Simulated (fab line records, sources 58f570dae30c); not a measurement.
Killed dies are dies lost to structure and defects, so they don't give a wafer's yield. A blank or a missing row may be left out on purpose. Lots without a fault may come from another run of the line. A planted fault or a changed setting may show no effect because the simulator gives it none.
fab line records | flow berkeley_cmos170 | part 2 of 2: steps 34 to 44 of 44
record lots=5 wafers=15 last_day=13
route steps=331 shown SPACER@173 PSD@175 NSD@187 BACKSIDE@199 SDANNEAL@204 PLDD@208 NLDD@209 SILICIDE@210 CONTACT@216
lots that met no fault: from a run of the same line without faults
start_h: hours from the record's first day to the start of the lot's first wafer shown | wait_h: hours since the lot's step before | " the same as in the row above | L1.1+2: a row that stands for several wafers | - no value, or no start given | * or withheld: withheld | < > ~ a bound
route shown NAME@n: a module of which the file shows steps, and the number in the route of the first | usual: mean/standard deviation of fault-free wafers | same: alike in all rows | chamber/n: place in a boat | sites: the reading at each site | _std_site: their standard deviation | _edge_site: outer sites' mean less inner sites' | radius_mm: how far each site lies from the wafer's centre | mask NAME#n: copy n | behind: the tool/chamber that last shaped the wafer | hold: why the lot was held/for how many hours/how that ended | device: the transistor (n, p or np) that didn't switch | end of line: the same wafers' tests at the end of the route | a step without rows: its recipe alone | killed: dies lost to structure and defects at the first sort, not the wafer's yield | map: a wafer's dies, x killed, . not, _ none there
set.NAME: the setting as run; set.NAME@STEP: as run at that earlier step | model.NAME: the simulator's own value behind a step, which no gauge read
lots at some steps of the route; a table a step, a row a wafer
services: from which hour (start_h, from the record's first day; less than 0 if before it) a tool's chamber was out of use, for how many hours, and why
## steps
# step UCB170_SDANNEAL_RS_MEAS_02
# recipe thk_meas_gauge=four-point-probe
# usual PSD_RS=75.48/0.28
# columns lot.wafer tool chamber start_h wait_h PSD_RS[ohm/sq]
L075.1 film_metro-02 - 178.91 0.0 75.87
L075.2 " - " " 75.82
L075.4 " - " " 75.75
L074.1 film_metro-03 - 179.11 0.2 75.24
L074.2 " - " " 75.43
L074.3 " - " " 75.24
L088.1 film_metro-02 - 240.51 0.0 75.50
L088.4 " - " " 75.88
L088.5 " - " " 75.68
L096.1 film_metro-03 - 274.47 0.0 75.48
L096.2 " - " " 75.81
L096.6 " - " " 75.63
L093.2 film_metro-04 - 274.85 0.1 75.47
L093.3 " - " " 75.27
L093.6 " - " " 75.59
# step UCB170_SDANNEAL_RS_MEAS_03
# recipe thk_meas_gauge=four-point-probe
# usual NSD_RS=37.27/0.1
# columns lot.wafer tool chamber start_h wait_h NSD_RS[ohm/sq]
L075.1 film_metro-02 - 179.03 0.1 37.33
L075.2 " - " " 37.29
L075.4 " - " " 37.28
L074.1 film_metro-03 - 179.23 0.1 37.20
L074.2 " - " " 37.34
L074.3 " - " " 37.27
L088.1 film_metro-02 - 240.63 0.1 37.43
L088.4 " - " " 37.56
L088.5 " - " " 37.37
L096.1 film_metro-03 - 274.59 0.1 37.24
L096.2 " - " " 37.19
L096.6 " - " " 37.06
L093.2 film_metro-04 - 274.97 0.1 37.29
L093.3 " - " " 37.30
L093.6 " - " " 37.23
# step UCB170_SDANNEAL_RS_MEAS_04
# recipe thk_meas_gauge=four-point-probe
# usual PLDD_RS=1030.0/3
# columns lot.wafer tool chamber start_h wait_h PLDD_RS[ohm/sq]
L075.1 film_metro-02 - 179.15 0.1 1034.4
L075.2 " - " " 1031.4
L075.4 " - " " 1030.7
L074.1 film_metro-03 - 179.35 0.1 1031.9
L074.2 " - " " 1028.3
L074.3 " - " " 1032.0
L088.1 film_metro-02 - 240.75 0.1 1031.9
L088.4 " - " " 1034.2
L088.5 " - " " 1033.8
L096.1 film_metro-03 - 274.71 0.1 1034.5
L096.2 " - " " 1033.3
L096.6 " - " " 1035.4
L093.2 film_metro-04 - 275.09 0.1 1025.9
L093.3 " - " " 1030.5
L093.6 " - " " 1027.1
# step UCB170_SDANNEAL_RS_MEAS_05
# recipe thk_meas_gauge=four-point-probe
# usual NLDD_RS=615.8/1.4
# columns lot.wafer tool chamber start_h wait_h NLDD_RS[ohm/sq]
L075.1 film_metro-02 - 179.27 0.1 614.8
L075.2 " - " " 615.0
L075.4 " - " " 616.3
L074.1 film_metro-03 - 179.47 0.1 615.0
L074.2 " - " " 615.0
L074.3 " - " " 614.6
L088.1 film_metro-02 - 240.87 0.1 615.3
L088.4 " - " " 617.0
L088.5 " - " " 619.3
L096.1 film_metro-03 - 274.83 0.1 614.1
L096.2 " - " " 614.4
L096.6 " - " " 614.5
L093.2 film_metro-04 - 275.21 0.1 613.7
L093.3 " - " " 613.2
L093.6 " - " " 615.9
# step UCB170_SILICIDE_PRE_CLEAN_00
# recipe gas=Ar preclean_etch_time_s=60
# columns lot.wafer tool chamber start_h wait_h
L075.1+2+4 pvd_sputter-02 - 179.39 0.1
L074.1+2+3 pvd_sputter-01 - 179.59 0.1
L088.1+4+5 pvd_sputter-03 - 240.99 0.1
L096.1+2+6 pvd_sputter-01 - 274.95 0.1
L093.2+3+6 pvd_sputter-02 - 275.31 0.1
# step UCB170_SILICIDE_SPUTTER_01
# recipe material=Ti target_thk_nm=30 time_s=25 power_w=1500 chamber_pressure_pa=0.5
# usual throttle_valve_pct=29.6/0.92
# columns lot.wafer tool chamber start_h wait_h throttle_valve_pct
L075.1 pvd_sputter-02 - 179.46 0.0 28.6
L075.2 " - " " 31.3
L075.4 " - " " 29.8
L074.1 pvd_sputter-01 - 179.65 0.0 30.0
L074.2 " - " " 28.6
L074.3 " - " " 30.1
L088.1 pvd_sputter-03 - 241.06 0.0 28.1
L088.4 " - " " 29.7
L088.5 " - " " 29.9
L096.1 pvd_sputter-01 - 275.02 0.0 28.6
L096.2 " - " " 30.1
L096.6 " - " " 29.9
L093.2 pvd_sputter-02 - 275.38 0.0 30.1
L093.3 " - " " 28.7
L093.6 " - " " 29.0
# step UCB170_SILICIDE_RS_MEAS_02
# recipe thk_meas_gauge=four-point-probe reads=Ti_of_SILICIDE_SPUTTER_01
# usual SILICIDE_TI_RS=26.0/0.44
# columns lot.wafer tool chamber start_h wait_h SILICIDE_TI_RS[ohm/sq]
L075.1 film_metro-03 - 179.59 0.1 25.9
L075.2 " - " " 26.4
L075.4 " - " " 25.5
L074.1 film_metro-01 - 179.68 0.0 26.1
L074.2 " - " " 26.1
L074.3 " - " " 26.4
L088.1 film_metro-03 - 241.09 0.0 26.2
L088.4 " - " " 25.9
L088.5 " - " " 26.1
L096.1 film_metro-01 - 275.05 0.0 25.6
L096.2 " - " " 26.2
L096.6 " - " " 26.4
L093.2 film_metro-02 - 275.46 0.1 25.9
L093.3 " - " " 26.5
L093.6 " - " " 26.3
# step UCB170_SILICIDE_THK_MEAS_03
# recipe thk_meas_gauge=xrf reads=Ti_of_SILICIDE_SPUTTER_01
# usual SILICIDE_TI_THK=30.1/0.41
# columns lot.wafer tool chamber start_h wait_h SILICIDE_TI_THK[nm]
L075.1 film_metro-03 - 179.71 0.1 30.4
L075.2 " - " " 29.7
L075.4 " - " " 30.6
L074.1 film_metro-01 - 179.80 0.1 30.1
L074.2 " - " " 30.1
L074.3 " - " " 29.9
L088.1 film_metro-03 - 241.21 0.1 29.9
L088.4 " - " " 30.2
L088.5 " - " " 30.0
L096.1 film_metro-01 - 275.17 0.1 30.5
L096.2 " - " " 30.0
L096.6 " - " " 29.8
L093.2 film_metro-02 - 275.57 0.1 30.3
L093.3 " - " " 29.7
L093.6 " - " " 29.9
# step UCB170_SILICIDE_RTA_04
# recipe temp_c=650 time_s=15 ambient=N2
# usual lamp_power_pct=11.3/1.2 wafer_temp_C_max=653.4/0.93
# columns lot.wafer tool chamber start_h wait_h lamp_power_pct wafer_temp_C_max
L075.1 rtp_anneal-01 0 179.77 0.1 10.2 652.6
L075.2 " 0 " " 10.3 652.3
L075.4 " 0 " " 10.2 653.4
L074.1 rtp_anneal-02 0 179.86 0.1 12.6 654.9
L074.2 " 0 " " 12.6 654.0
L074.3 " 0 " " 12.6 656.0
L088.1 rtp_anneal-01 0 241.27 0.1 10.2 652.1
L088.4 " 0 " " 10.2 651.8
L088.5 " 0 " " 10.2 652.2
L096.1 rtp_anneal-01 0 275.23 0.1 10.2 651.9
L096.2 " 0 " " 10.2 652.2
L096.6 " 0 " " 10.2 652.6
L093.2 rtp_anneal-02 0 275.63 0.1 12.6 653.3
L093.3 " 0 " " 12.6 654.5
L093.6 " 0 " " 12.6 654.4
# step UCB170_SILICIDE_WET_ETCH_05
# recipe chemistry=SPM time_s=45 temp_c=120 target=Ti
# columns lot.wafer tool chamber start_h wait_h
L075.1+2+4 wet_bench-02 1 179.84 0.1
L074.1+2+3 wet_bench-02 3 180.04 0.2
L088.1+4+5 wet_bench-04 2 241.34 0.1
L096.1+2+6 wet_bench-01 0 275.30 0.1
L093.2+3+6 wet_bench-02 1 275.69 0.1
# step UCB170_CONTACT_CLEAN_00
# recipe chemistry=SPM temp_c=120 time_s=600
# columns lot.wafer tool chamber start_h wait_h
L075.1+2+4 wet_bench-02 0 179.86 0.0
L074.1+2+3 wet_bench-02 0 180.06 0.0
L088.1+4+5 wet_bench-04 3 241.36 0.0
L096.1+2+6 wet_bench-04 0 275.32 0.0
L093.2+3+6 wet_bench-01 3 275.71 0.0
## services
# columns tool chamber start_h hours kind
implanter-01 - 152.92 4.1 pm
implanter-03 - 154.12 3.9 pm
krf_scanner-01 - 154.14 6.0 pm
plasma_asher-02 - 163.61 2.8 pm
krf_scanner-01 - 164.34 1.3 pm
implanter-02 - 167.99 14.5 repair
rie_diel-02 3 171.36 1.8 repair
plasma_asher-01 - 173.28 1.4 repair
rie_diel-03 2 185.35 5.7 repair
implanter-02 - 186.21 3.7 pm
krf_scanner-02 - 186.40 0.8 pm
plasma_asher-04 - 193.42 2.6 repair
krf_scanner-01 - 198.49 3.6 pm
pvd_sputter-03 - 202.22 1.5 repair
krf_scanner-02 - 204.68 1.0 pm
rie_diel-02 - 207.23 14.6 pm
implanter-02 - 207.44 1.1 repair
krf_scanner-01 - 216.70 0.2 repair
wet_bench-03 - 221.84 1.8 repair
krf_scanner-01 - 225.73 1.0 pm
krf_scanner-01 - 237.14 4.4 pm
pvd_sputter-02 - 258.91 3.7 repair
furnace-04 - 263.37 3.4 pm
krf_scanner-02 - 264.29 0.8 pm
